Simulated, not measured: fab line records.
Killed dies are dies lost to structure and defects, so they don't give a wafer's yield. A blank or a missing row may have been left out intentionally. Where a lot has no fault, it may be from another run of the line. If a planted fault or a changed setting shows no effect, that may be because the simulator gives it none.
Check of tool commonality | flow berkeley-cmos170 | Sampled: 15 lots, 45 wafers

## REASON IT WAS OPENED
Of 15 lots, 3 have the reading NLDD_TW flagged at UCB170_NLDD_TW_MEAS_11. Wafers without a fault read 2205, standard deviation 10.
Rule: a lot is flagged in two cases, either no wafer of it has a number, or all its wafers with numbers fall more than 4 standard deviations from that mean. The rest of the lots are taken to be sound.

lot  | measured     | on            | NLDD_TW, wafer by wafer | flag
L755 | day 7 01:57  | film-metro-01 | 2212 2197 2206          |
L756 | day 7 02:17  | film-metro-03 | 2200 2204 2198          |
L760 | day 7 20:40  | film-metro-04 | 2223 2212 2212          |
L765 | day 8 08:08  | film-metro-03 | 2313 2328 2324          | FLAGGED
L764 | day 8 08:57  | film-metro-01 | 2311 2313 2316          | FLAGGED
L766 | day 8 21:17  | film-metro-01 | 2293 2299 2323          | FLAGGED
L771 | day 10 11:18 | film-metro-04 | 2203 2202 2205          |
L770 | day 10 11:43 | film-metro-03 | 2201 2213 2207          |
L769 | day 10 11:59 | film-metro-01 | 2201 2206 2199          |
L772 | day 10 12:16 | film-metro-03 | 2206 2205 2202          |
L773 | day 10 12:33 | film-metro-03 | 2218 2209 2216          |
L774 | day 11 03:59 | film-metro-01 | 2198 2193 2197          |
L776 | day 11 04:54 | film-metro-04 | 2216 2217 2222          |
L778 | day 11 15:08 | film-metro-03 | 2190 2196 2202          |
L777 | day 11 16:09 | film-metro-04 | 2214 2214 2207          |
Average over the flagged lots: 2313; offset from the usual +108, equal to +11 standard deviations.

## TOOL THAT RAN EACH LOT
The record keeps 1 process step preceding the reading, out of 331 steps on the route. In each cell: the tool, then ch and the chambers that the sampled wafers went through, then the start.
lot  | flag    | UCB170_NLDD_IMPLANT_09
L755 |         | implanter-04 ch 0, day 7 01:42
L756 |         | implanter-04 ch 0, day 7 02:02
L760 |         | implanter-04 ch 0, day 7 20:25
L765 | FLAGGED | implanter-04 ch 0, day 8 07:54
L764 | FLAGGED | implanter-04 ch 0, day 8 08:42
L766 | FLAGGED | implanter-04 ch 0, day 8 21:04
L771 |         | implanter-03 ch 0, day 10 11:05
L770 |         | implanter-02 ch 0, day 10 11:28
L769 |         | implanter-03 ch 0, day 10 11:44
L772 |         | implanter-02 ch 0, day 10 12:02
L773 |         | implanter-03 ch 0, day 10 12:20
L774 |         | implanter-02 ch 0, day 11 03:45
L776 |         | implanter-02 ch 0, day 11 04:41
L778 |         | implanter-02 ch 0, day 11 14:53
L777 |         | implanter-04 ch 0, day 11 15:55
These steps, and what they do:
- UCB170_NLDD_IMPLANT_09
- UCB170_NLDD_TW_MEAS_11

## FLAGGED OVER TOTAL, TOOL BY TOOL (the gauges that took the reading come last)
step                   | tool          | lots run | flagged | share of the flagged lots | sound lots run after its first flagged lot
UCB170_NLDD_IMPLANT_09 | implanter-02  | 5        | 0       | none                      | -
UCB170_NLDD_IMPLANT_09 | implanter-03  | 3        | 0       | none                      | -
UCB170_NLDD_IMPLANT_09 | implanter-04  | 7        | 3       | all                       | 1 (L777)
UCB170_NLDD_TW_MEAS_11 | film-metro-01 | 5        | 2       | some                      | 2 (L769,L774)
UCB170_NLDD_TW_MEAS_11 | film-metro-03 | 6        | 1       | some                      | 4 (L770,L772,L773,L778)
UCB170_NLDD_TW_MEAS_11 | film-metro-04 | 4        | 0       | none                      | -

## THE TABLE: WHAT IT ALLOWS
Rows of the table that ran each flagged lot: 1, that is implanter-04 at UCB170_NLDD_IMPLANT_09.
- implanter-04 at UCB170_NLDD_IMPLANT_09: 3 of its 7 lots flagged. Sound lots ran on it after the first flagged one (L777), which a lasting fault on the whole tool wouldn't allow. Its own readings lie more than 4 standard deviations out on every wafer of the flagged lots: dose-ions-cm2, faraday-current-uA.
Every row of the table either missed a flagged lot or ran a sound lot after the first.

## WHAT WAS PUT IN BY THE SIMULATOR
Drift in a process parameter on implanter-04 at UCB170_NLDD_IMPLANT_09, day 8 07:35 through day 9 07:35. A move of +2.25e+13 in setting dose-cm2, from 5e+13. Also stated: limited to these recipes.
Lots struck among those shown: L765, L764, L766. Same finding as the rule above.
